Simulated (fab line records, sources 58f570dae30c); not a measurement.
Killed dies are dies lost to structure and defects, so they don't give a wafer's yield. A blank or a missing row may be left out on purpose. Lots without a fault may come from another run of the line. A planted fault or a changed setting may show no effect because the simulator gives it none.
Which tool did it? | flow berkeley_cmos170 | 13 lots, 39 wafers sampled, at 5 steps of a route of 331

WHAT THE GAUGES READ, wafer by wafer
UCB170_M1_OVL_MEAS_10.
lot  | measured     | on         | M1_OVL (nm)
L242 | day 7 09:50  | overlay-02 | 4 6 -1
L244 | day 7 18:58  | overlay-02 | 3 1 -1
L247 | day 8 04:04  | overlay-01 | 3 4 4
L245 | day 8 04:19  | overlay-02 | 5 7 1
L248 | day 8 09:38  | overlay-02 | 0 -7 -7
L250 | day 8 11:31  | overlay-02 | 4 9 5
L252 | day 9 04:56  | overlay-02 | -4 -1 -6
L253 | day 9 22:59  | overlay-02 | 9 -2 8
L260 | day 11 09:28 | overlay-01 | -3 -7 -8
L261 | day 11 20:24 | overlay-02 | 3 6 4
L263 | day 11 23:40 | overlay-01 | 12 6 7
L265 | day 12 08:16 | overlay-02 | 1 2 4
L264 | day 12 08:58 | overlay-02 | -2 6 0

UCB170_V1_THK_MEAS_01.
lot  | measured     | on            | V1_TEOS_THK (nm)
L242 | day 7 13:46  | film_metro-03 | 1979 1968 1982
L244 | day 7 23:37  | film_metro-01 | 1969 1982 2002
L247 | day 8 06:22  | film_metro-01 | 1964 2029 2001
L245 | day 8 06:22  | film_metro-03 | 1943 1962 1985
L248 | day 8 19:36  | film_metro-01 | 1977 2041 1993
L250 | day 8 19:44  | film_metro-03 | 1981 1987 2018
L252 | day 9 13:09  | film_metro-02 | 1999 2020 2009
L253 | day 10 02:50 | film_metro-02 | 1987 2005 2029
L260 | day 11 12:17 | film_metro-02 | 1965 1990 2002
L261 | day 11 22:55 | film_metro-02 | 1612 1993 2001
L263 | day 12 02:25 | film_metro-03 | 1997 1994 2053
L265 | day 12 12:54 | film_metro-03 | 1996 2001 2012
L264 | day 12 13:05 | film_metro-03 | 2017 2026 2007

WHICH TOOL RAN EACH LOT (tool, then ch and the chambers of the sampled wafers, then the start)
lot  | UCB170_CONTACT_ETCH_17             | UCB170_CONTACT_ETCH_18                        | UCB170_V1_CVD_00
L242 | rie_diel-01 ch 0,1,3, day 7 06:11  | rie_diel-01 ch 0,1,3, day 7 09:50 or earlier  | pecvd-04 ch 0,2, day 7 13:35
L244 | rie_diel-01 ch 2,3, day 7 16:49    | rie_diel-01 ch 2,3, day 7 18:58 or earlier    | pecvd-03 ch 0,1,2, day 7 23:26
L247 | rie_diel-03 ch 0,2, day 8 01:34    | rie_diel-03 ch 0,2, day 8 04:04 or earlier    | pecvd-04 ch 0,2, day 8 06:11
L245 | rie_diel-04 ch 0,2,3, day 8 01:56  | rie_diel-04 ch 0,2,3, day 8 04:19 or earlier  | pecvd-03 ch 0,1, day 8 06:11
L248 | rie_diel-03 ch 0,1, day 8 07:42    | rie_diel-03 ch 0,1, day 8 09:38 or earlier    | pecvd-02 ch 0,1,2, day 8 19:25
L250 | rie_diel-03 ch 1,2,3, day 8 09:32  | rie_diel-03 ch 1,2,3, day 8 11:31 or earlier  | pecvd-02 ch 0,1,2, day 8 19:35
L252 | rie_diel-03 ch 0,1,3, day 9 02:53  | rie_diel-03 ch 0,1,3, day 9 04:56 or earlier  | pecvd-03 ch 0,1,2, day 9 12:59
L253 | rie_diel-03 ch 0,2, day 9 20:57    | rie_diel-03 ch 0,2, day 9 22:59 or earlier    | pecvd-04 ch 0,1, day 10 02:41
L260 | rie_diel-01 ch 1,2,3, day 11 07:35 | rie_diel-01 ch 1,2,3, day 11 09:28 or earlier | pecvd-02 ch 0,1,2, day 11 12:08
L261 | rie_diel-03 ch 0,1,2, day 11 17:58 | rie_diel-03 ch 0,1,2, day 11 20:24 or earlier | pecvd-03 ch 0,1,2, day 11 22:46
L263 | rie_diel-01 ch 0,2,3, day 11 21:07 | rie_diel-01 ch 0,2,3, day 11 23:40 or earlier | pecvd-02 ch 0,1,2, day 12 02:15
L265 | rie_diel-01 ch 1,2,3, day 12 05:43 | rie_diel-01 ch 1,2,3, day 12 08:16 or earlier | pecvd-02 ch 0,1,2, day 12 12:45
L264 | rie_diel-03 ch 0,3, day 12 06:19   | rie_diel-03 ch 0,3, day 12 08:58 or earlier   | pecvd-04 ch 0,1,2, day 12 12:54
- UCB170_CONTACT_ETCH_17: etches BARC in N2/H2.
- UCB170_CONTACT_ETCH_18: etches PSG in CHF3/CF4/Ar, stops on TiSi2, target depth 840 nm, time 195 s.
- UCB170_V1_CVD_00: deposits SiO2 from TEOS/O2, target thk 2000 nm, time 250 s.

WHAT THE TOOLS THEMSELVES READ (means of the sampled wafers that have a number; where no wafer has one, the mark that the record gives instead)
UCB170_CONTACT_ETCH_17.
lot  | tool        | bias_w (W) | drypump_motor_current_A (A) | oes_product_au (a.u.) | throttle_valve_pct (%)
L242 | rie_diel-01 | 100.46     | 5.3                         | 1.009                 | 13.31
L244 | rie_diel-01 | 100.10     | 5.7                         | 0.999                 | 13.20
L247 | rie_diel-03 | 100.12     | 5.3                         | 1.005                 | 13.40
L245 | rie_diel-04 | 99.90      | 6.0                         | 1.003                 | 13.32
L248 | rie_diel-03 | 99.81      | 4.9                         | 0.977                 | 13.06
L250 | rie_diel-03 | 100.06     | 5.2                         | 1.023                 | 13.32
L252 | rie_diel-03 | 100.25     | 5.3                         | 1.002                 | 13.24
L253 | rie_diel-03 | 100.05     | 5.4                         | 0.973                 | 13.32
L260 | rie_diel-01 | 99.91      | 5.4                         | 0.988                 | 13.25
L261 | rie_diel-03 | 100.05     | 5.1                         | 0.991                 | 13.23
L263 | rie_diel-01 | 99.86      | 5.6                         | 0.994                 | 13.26
L265 | rie_diel-01 | 100.07     | 5.4                         | 0.988                 | 13.24
L264 | rie_diel-03 | 100.14     | 5.6                         | 1.022                 | 13.42

UCB170_CONTACT_ETCH_18.
lot  | tool        | cf4_flow_sccm (sccm) | drypump_motor_current_A (A) | mfc_ar_sccm (sccm) | oes_product_au (a.u.) | throttle_valve_pct (%)
L242 | rie_diel-01 | 14.99                | 5.3                         | 150.6              | 0.903                 | 6.94
L244 | rie_diel-01 | 15.03                | 5.7                         | 150.1              | 0.902                 | 6.85
L247 | rie_diel-03 | 15.01                | 5.3                         | 150.0              | 0.891                 | 7.04
L245 | rie_diel-04 | 15.01                | 6.0                         | 150.4              | 0.902                 | 6.95
L248 | rie_diel-03 | 15.01                | 5.0                         | 150.5              | 0.868                 | 6.81
L250 | rie_diel-03 | 15.01                | 5.2                         | 150.1              | 0.896                 | 6.95
L252 | rie_diel-03 | 14.99                | 5.3                         | 149.8              | 0.892                 | 6.90
L253 | rie_diel-03 | 15.00                | 5.4                         | 150.2              | 0.882                 | 7.00
L260 | rie_diel-01 | 14.96                | 5.4                         | 149.8              | 0.898                 | 6.91
L261 | rie_diel-03 | 14.97                | 5.1                         | 149.8              | 0.871                 | 6.93
L263 | rie_diel-01 | 15.00                | 5.6                         | 150.0              | 0.914                 | 6.88
L265 | rie_diel-01 | 14.96                | 5.4                         | 150.4              | 0.901                 | 6.90
L264 | rie_diel-03 | 14.97                | 5.6                         | 149.8              | 0.891                 | 7.00

UCB170_V1_CVD_00.
lot  | tool     | heater_power_w (W) | run_length_s (s)
L242 | pecvd-04 | 265                | 277.5
L244 | pecvd-03 | 309                | 278.0
L247 | pecvd-04 | 239                | 277.0
L245 | pecvd-03 | 312                | 277.6
L248 | pecvd-02 | 225                | 278.3
L250 | pecvd-02 | 264                | 278.0
L252 | pecvd-03 | 291                | 278.2
L253 | pecvd-04 | 258                | 277.5
L260 | pecvd-02 | 238                | 278.6
L261 | pecvd-03 | 332                | 261.1
L263 | pecvd-02 | 260                | 278.2
L265 | pecvd-02 | 261                | 278.2
L264 | pecvd-04 | 309                | 277.1

THE ANSWER, worked out from the rows above alone
Rule: what is usual is taken from the lots themselves. Put in order of their means at a reading, lots are off if they are a third of the lots or fewer, leave a main group of 4 or more, and stand apart from it by a gap of 3 or more times the standard deviation of the main group's means; of several such gaps the widest counts. A main group whose means are all the same, to the digits that the tables above print for the reading, isn't used. A lot without any number at a reading at which 4 lots or more have one is off too. The other lots that the step has rows for count as sound. The gauges are gone through in route order, then the tools' own readings, and for those a lot's mean is taken as printed above. The first step at which some lot is off is used, and at that step the reading that is off furthest; a lot without a number counts as furthest.
Off: L261, at UCB170_V1_THK_MEAS_01 (V1_TEOS_THK). The main group: mean 1996 nm, standard deviation 15.
A tool fits if, at a process step before that reading, it ran every lot that is off, and no sound lot after the first of them. The gauges at UCB170_V1_THK_MEAS_01 aren't tried: what is off there is off at UCB170_V1_CVD_00 too, on other tools, and a gauge's error can't cause that. UCB170_CONTACT_ETCH_18 gives no start for some lots, so the hours and the order of its lots are those of UCB170_M1_OVL_MEAS_10. One fits: pecvd-03 at UCB170_V1_CVD_00. Its last sound lot is L252 (day 9 12:59), its first lot that is off L261 (day 11 22:46): a fault that began between those two fits.
The tool's own readings at UCB170_V1_CVD_00 bear it out: on the lots that are off they differ by more than 5 times the standard deviation of the sound lots' means. run_length_s reads 261.1 s there against 277.9 s on the sound lots.

WHAT THE SIMULATOR HAD PUT IN
Process parameter drift: pecvd-03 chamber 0, from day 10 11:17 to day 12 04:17, at UCB170_V1_CVD_00. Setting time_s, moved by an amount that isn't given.
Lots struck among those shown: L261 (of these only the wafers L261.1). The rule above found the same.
